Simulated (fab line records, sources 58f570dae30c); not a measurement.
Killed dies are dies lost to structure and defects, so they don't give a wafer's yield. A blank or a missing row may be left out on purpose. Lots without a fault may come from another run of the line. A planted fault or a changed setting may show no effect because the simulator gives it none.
Split-lot experiment | flow berkeley_cmos170 | 5 lots, 23 wafers read, on a route of 331 steps

THE SPLIT
At UCB170_PLDD_EXPOSE_03 (exposes mask PSELECT, target cd 1200 nm), the setting dose_mj was moved away from the recipe's 30 on 12 of the 23 wafers read, by -5.3% to +6.7%. The other wafers ran this setting at the recipe's value.

FROM THE SPLIT TO THE READING: what the file shows between them, 2 steps
- UCB170_PLDD_PEB_04
- UCB170_PLDD_DEVELOP_05: develop time 45 s

THE READING
cd_nm, in nm, at UCB170_PLDD_CD_MEAS_06 (target cd 1200 nm). Fault-free wafers of this fab line usually give 1200.0 nm, standard deviation 1.4 nm.

wafer  | tool, chamber at the split | dose_mj as run | against the recipe | cd_nm, nm | against lot-mates on the recipe
L074.1 | krf_scanner-02, 0          | 32.01          | +6.7%              | 1211.2    | +13.4
L074.2 | krf_scanner-02, 0          | 30             | recipe             | 1197.5    | -
L074.3 | krf_scanner-02, 0          | 30             | recipe             | 1198.1    | -
L074.4 | krf_scanner-02, 0          | 32.01          | +6.7%              | 1209.5    | +11.7
L074.6 | krf_scanner-02, 0          | 32.01          | +6.7%              | 1209.7    | +11.9
L077.1 | krf_scanner-01, 0          | 31.19          | +4.0%              | 1207.7    | +5.2
L077.2 | krf_scanner-01, 0          | 31.19          | +4.0%              | 1209.3    | +6.8
L077.3 | krf_scanner-01, 0          | 31.19          | +4.0%              | 1210.2    | +7.8
L077.5 | krf_scanner-01, 0          | 30             | recipe             | 1202.0    | -
L077.6 | krf_scanner-01, 0          | 30             | recipe             | 1202.9    | -
L078.1 | krf_scanner-02, 0          | 28.4           | -5.3%              | 1191.4    | -9.2
L078.2 | krf_scanner-02, 0          | 30             | recipe             | 1199.9    | -
L078.3 | krf_scanner-02, 0          | 28.4           | -5.3%              | 1191.0    | -9.7
L078.4 | krf_scanner-02, 0          | 28.4           | -5.3%              | 1190.4    | -10.2
L078.6 | krf_scanner-02, 0          | 30             | recipe             | 1201.4    | -
L079.2 | krf_scanner-01, 0          | 30             | recipe             | 1197.9    | -
L079.3 | krf_scanner-01, 0          | 30             | recipe             | 1198.6    | -
L079.5 | krf_scanner-01, 0          | 30             | recipe             | 1198.2    | -
L080.2 | krf_scanner-02, 0          | 30.8           | +2.7%              | 1205.2    | +4.7
L080.3 | krf_scanner-02, 0          | 30.8           | +2.7%              | 1205.9    | +5.4
L080.4 | krf_scanner-02, 0          | 30             | recipe             | 1201.3    | -
L080.5 | krf_scanner-02, 0          | 30.8           | +2.7%              | 1204.0    | +3.5
L080.6 | krf_scanner-02, 0          | 30             | recipe             | 1199.8    | -

THE FIT
A straight line over all 23 wafers: cd_nm changes by +1.72 nm for each +1% of dose_mj; r = +0.96; the points scatter about the line by 1.7 nm.
The same after taking each lot's own level away (the mean of its wafers on the recipe; 23 wafers): +1.8 nm for each +1%; r = +0.99; scatter 0.74 nm.
On that fit, the largest move of dose_mj shifts the reading by 12 nm.
The lots' own levels span 1197.80 to 1202.45 nm, that is 3.3 times the standard deviation above.
So the lot-to-lot level changes the slope little: the two slopes agree.
Check: with one of the wafers moved furthest among these (+6.7%) left out of the fit, the line predicts +11.7 nm for it against its lot-mates. It came out at +13.4 nm against them.

OTHER SPLITS ON THESE WAFERS
These wafers also went through other splits before the reading. Each is held against what the fit with the lots' levels taken away leaves over:
other split on the same wafers         | wafers away from the commonest value | r with cd_nm (lot level and that fit taken away)
UCB170_START_OXIDATION_02 temp_c       | 15                                   | +0.01
UCB170_PWELL_CVD_05 time_s             | 15                                   | -0.16
UCB170_PWELL_DEVELOP_12 develop_time_s | 10                                   | +0.39
UCB170_ACTIVE_OXIDATION_02 ox_time_s   | 15                                   | +0.19
UCB170_PFIELD_COAT_01 resist_thk_nm    | 9                                    | +0.03
UCB170_PFIELD_IMPLANT_07 energy_kev    | 9                                    | +0.04
UCB170_PVT_IMPLANT_07 energy_kev       | 9                                    | -0.04
UCB170_GATE_CVD_04 time_s              | 15                                   | +0.16

THE FILE'S OWN FIT
cd_nm changes by +1.79 nm for each +1% of dose_mj, r = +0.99.
